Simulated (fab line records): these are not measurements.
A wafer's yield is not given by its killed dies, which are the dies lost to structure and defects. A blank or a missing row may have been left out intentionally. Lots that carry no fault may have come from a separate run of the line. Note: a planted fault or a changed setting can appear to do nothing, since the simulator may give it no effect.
Commonality check across tools ; flow rit cmos ; 14 lots and 42 wafers in the sample

WHY THIS WAS OPENED
At RIT_NLDD_TW_MEAS_10 the reading NLDD_TW is flagged on 2 of 14 lots. Fault-free wafers read 2472, with a standard deviation of 31.
Rule: a lot is flagged when every wafer of it that has a number lies more than 4 standard deviations from that mean, or none has a number. The rest of the lots are taken to be sound.

lot;measured;on;NLDD_TW, wafer by wafer;flag
L251;day 3 02:52;film metro-02;2482 2468 2469;
L252;day 3 09:52;film metro-02;2474 2475 2465;
L254;day 3 19:56;film metro-01;2511 2502 2489;
L255;day 3 23:10;film metro-01;2507 2526 2513;
L256;day 4 06:38;film metro-02;2462 2462 2471;
L258;day 4 15:58;film metro-01;30 30 30;FLAGGED
L259;day 4 17:02;film metro-02;2472 2474 2484;
L260;day 5 01:34;film metro-04;29 29 29;FLAGGED
L262;day 5 11:56;film metro-02;2501 2487 2488;
L268;day 6 13:40;film metro-01;2481 2486 2475;
L269;day 6 23:04;film metro-04;2418 2409 2410;
L270;day 7 02:19;film metro-04;2435 2417 2421;
L271;day 7 04:46;film metro-04;2422 2417 2441;
L273;day 7 17:26;film metro-01;2482 2481 2493;
The mean of the flagged lots' numbers is 30, -2442 from the usual (-79 standard deviations).

EACH LOT AND THE TOOL IT RAN ON
Before the reading, the record contains 2 process steps out of a 202-step route. Each cell gives the tool, then ch followed by the chambers the sampled wafers passed through, then the start.
lot;flag;RIT_ACTIVE_STRIP_14;RIT_NLDD_DEVELOP_05
L251;;plasma asher-02 ch 0,1, day 1 20:33;litho track-01 ch 0, day 3 02:00
L252;;plasma asher-04 ch 0,1, day 2 00:50;litho track-03 ch 0, day 3 09:00
L254;;plasma asher-04 ch 0,1, day 2 11:48;litho track-03 ch 0, day 3 19:00
L255;;plasma asher-03 ch 0,1, day 2 16:16;litho track-04 ch 0, day 3 22:00
L256;;plasma asher-04 ch 0,1, day 2 22:50;litho track-03 ch 0, day 4 06:00
L258;FLAGGED;plasma asher-02 ch 0,1, day 3 08:32;litho track-04 ch 0, day 4 15:00
L259;;plasma asher-02 ch 0,1, day 3 13:25;litho track-01 ch 0, day 4 16:00
L260;FLAGGED;plasma asher-04 ch 0,1, day 3 17:02;litho track-04 ch 0, day 5 00:00
L262;;plasma asher-03 ch 0,1, day 4 03:14;litho track-01 ch 0, day 5 11:00
L268;;plasma asher-02 ch 0,1, day 5 09:22;litho track-03 ch 0, day 6 13:00
L269;;plasma asher-02 ch 0,1, day 5 13:54;litho track-01 ch 0, day 6 22:00
L270;;plasma asher-04 ch 0,1, day 5 19:07;litho track-01 ch 0, day 7 01:00
L271;;plasma asher-04 ch 0,1, day 6 01:42;litho track-03 ch 0, day 7 04:00
L273;;plasma asher-03 ch 0,1, day 6 10:02;litho track-04 ch 0, day 7 16:00
What is done by these steps:
- RIT_ACTIVE_STRIP_14: strips in O2, time 180 s.
- RIT_NLDD_DEVELOP_05: develop time 50 s.
- RIT_NLDD_TW_MEAS_10

FLAGGED OVER TOTAL, TOOL BY TOOL (the gauges that took the reading come last)
step;tool;lots run;flagged;share of the flagged lots;sound lots run after its first flagged lot
RIT_ACTIVE_STRIP_14;plasma asher-02;5;1;some;3 (L259,L268,L269)
RIT_ACTIVE_STRIP_14;plasma asher-03;3;0;none;-
RIT_ACTIVE_STRIP_14;plasma asher-04;6;1;some;2 (L270,L271)
RIT_NLDD_DEVELOP_05;litho track-01;5;0;none;-
RIT_NLDD_DEVELOP_05;litho track-03;5;0;none;-
RIT_NLDD_DEVELOP_05;litho track-04;4;2;all;1 (L273)
RIT_NLDD_TW_MEAS_10;film metro-01;5;1;some;2 (L268,L273)
RIT_NLDD_TW_MEAS_10;film metro-02;5;0;none;-
RIT_NLDD_TW_MEAS_10;film metro-04;4;1;some;3 (L269,L270,L271)

THE TABLE: WHAT IT ALLOWS
In the table, 1 row covers all flagged lots: litho track-04 at RIT_NLDD_DEVELOP_05.
- litho track-04 at RIT_NLDD_DEVELOP_05: 2 of its 4 lots flagged. Sound lots ran on it after the first flagged one (L273), which a lasting fault on the whole tool wouldn't allow.
There is no row in the table that ran each flagged lot and no sound lot after the first.

WHAT THE SIMULATOR HAD INSERTED
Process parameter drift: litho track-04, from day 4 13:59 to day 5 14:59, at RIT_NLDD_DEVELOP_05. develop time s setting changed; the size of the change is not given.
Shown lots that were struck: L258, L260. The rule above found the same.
